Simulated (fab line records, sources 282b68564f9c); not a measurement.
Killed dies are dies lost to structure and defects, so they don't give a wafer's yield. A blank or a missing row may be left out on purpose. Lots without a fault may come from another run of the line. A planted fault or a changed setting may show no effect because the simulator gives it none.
Which tool did it? | flow rit_cmos | 15 lots, 45 wafers sampled, at 2 steps of a route of 202

WHAT THE GAUGES READ, wafer by wafer
RIT_SPACER_THK_MEAS_04. Usual: SPACER_NITRIDE_THK 249.8 nm, standard deviation 2.7.
lot  | measured    | on            | SPACER_NITRIDE_THK (nm) | flag
L636 | day 3 15:01 | film_metro-01 | 247.7 247.0 249.4       |
L635 | day 3 16:33 | film_metro-02 | 249.2 250.5 250.3       |
L637 | day 3 21:26 | film_metro-01 | 252.5 251.9 251.4       |
L638 | day 4 02:19 | film_metro-04 | 246.8 246.7 245.1       |
L639 | day 4 07:37 | film_metro-02 | 250.4 251.3 250.2       |
L640 | day 4 09:38 | film_metro-02 | 244.9 245.6 246.1       |
L641 | day 4 15:47 | film_metro-01 | 243.4 242.4 243.3       |
L642 | day 4 20:18 | film_metro-04 | 253.1 253.1 255.2       |
L644 | day 5 07:15 | film_metro-04 | 502.3 503.1 499.7       | OFF
L643 | day 5 06:40 | film_metro-01 | 251.5 251.5 251.1       |
L648 | day 6 01:55 | film_metro-02 | 250.1 251.6 249.6       |
L651 | day 6 15:29 | film_metro-02 | 504.9 506.7 506.3       | OFF
L652 | day 7 02:19 | film_metro-02 | 495.4 497.5 499.5       | OFF
L654 | day 7 06:07 | film_metro-02 | 245.8 249.1 249.0       |
L656 | day 7 17:41 | film_metro-02 | 246.9 246.9 248.6       |

WHICH TOOL RAN EACH LOT (tool, then ch and the chambers of the sampled wafers, then the start)
lot  | RIT_SPACER_CVD_03
L636 | lpcvd-02 ch 1, day 3 13:04
L635 | lpcvd-01 ch 1, day 3 14:38
L637 | lpcvd-01 ch 0, day 3 19:31
L638 | lpcvd-02 ch 0, day 3 23:25
L639 | lpcvd-02 ch 0, day 4 04:43
L640 | lpcvd-02 ch 0, day 4 07:43
L641 | lpcvd-02 ch 1, day 4 13:50
L642 | lpcvd-01 ch 1, day 4 18:23
L644 | lpcvd-01 ch 1, day 5 02:50 and lpcvd-02 ch 1, day 5 05:19
L643 | lpcvd-01 ch 0, day 5 04:46
L648 | lpcvd-02 ch 0, day 6 00:00
L651 | lpcvd-01 ch 1, day 6 09:59
L652 | lpcvd-02 ch 0, day 6 20:15
L654 | lpcvd-02 ch 1, day 7 04:11
L656 | lpcvd-01 ch 0, day 7 15:46
- RIT_SPACER_CVD_03: deposits Si3N4 from SiH2Cl2/NH3, target thk 250 nm, time 3300 s.

WHAT THE TOOLS THEMSELVES READ (means of the sampled wafers that have a number; where no wafer has one, the mark that the record gives instead)
RIT_SPACER_CVD_03. Usual: spike_tc_load_C 836.7 C, standard deviation 2.
lot  | tool              | spike_tc_load_C (C) | flag
L636 | lpcvd-02          | 835.5               |
L635 | lpcvd-01          | 840.0               |
L637 | lpcvd-01          | 835.8               |
L638 | lpcvd-02          | 834.9               |
L639 | lpcvd-02          | 836.6               |
L640 | lpcvd-02          | 836.5               |
L641 | lpcvd-02          | 835.9               |
L642 | lpcvd-01          | 838.9               |
L644 | lpcvd-01/lpcvd-02 | 837.4               |
L643 | lpcvd-01          | 836.1               |
L648 | lpcvd-02          | 835.4               |
L651 | lpcvd-01          | 839.0               |
L652 | lpcvd-02          | 836.2               |
L654 | lpcvd-02          | 835.7               |
L656 | lpcvd-01          | 836.7               |

THE ANSWER, worked out from the rows above alone
Rule: a lot is off if the mean of its wafers that have a number lies more than 3 standard deviations from the usual mean. A lot without any number at a reading at which 4 lots or more have one is off too. The other lots that the step has rows for count as sound. The gauges are gone through in route order, then the tools' own readings, and for those a lot's mean is taken as printed above. The first step at which some lot is off is used, and at that step the reading that is off furthest; a lot without a number counts as furthest.
Off: L644, L651, L652, at RIT_SPACER_THK_MEAS_04 (SPACER_NITRIDE_THK).
A tool fits if, at a process step before that reading, it ran every lot that is off, and no sound lot after the first of them. The gauges at RIT_SPACER_THK_MEAS_04 are tried like those tools. None of those tried fits.

WHAT THE SIMULATOR HAD PUT IN
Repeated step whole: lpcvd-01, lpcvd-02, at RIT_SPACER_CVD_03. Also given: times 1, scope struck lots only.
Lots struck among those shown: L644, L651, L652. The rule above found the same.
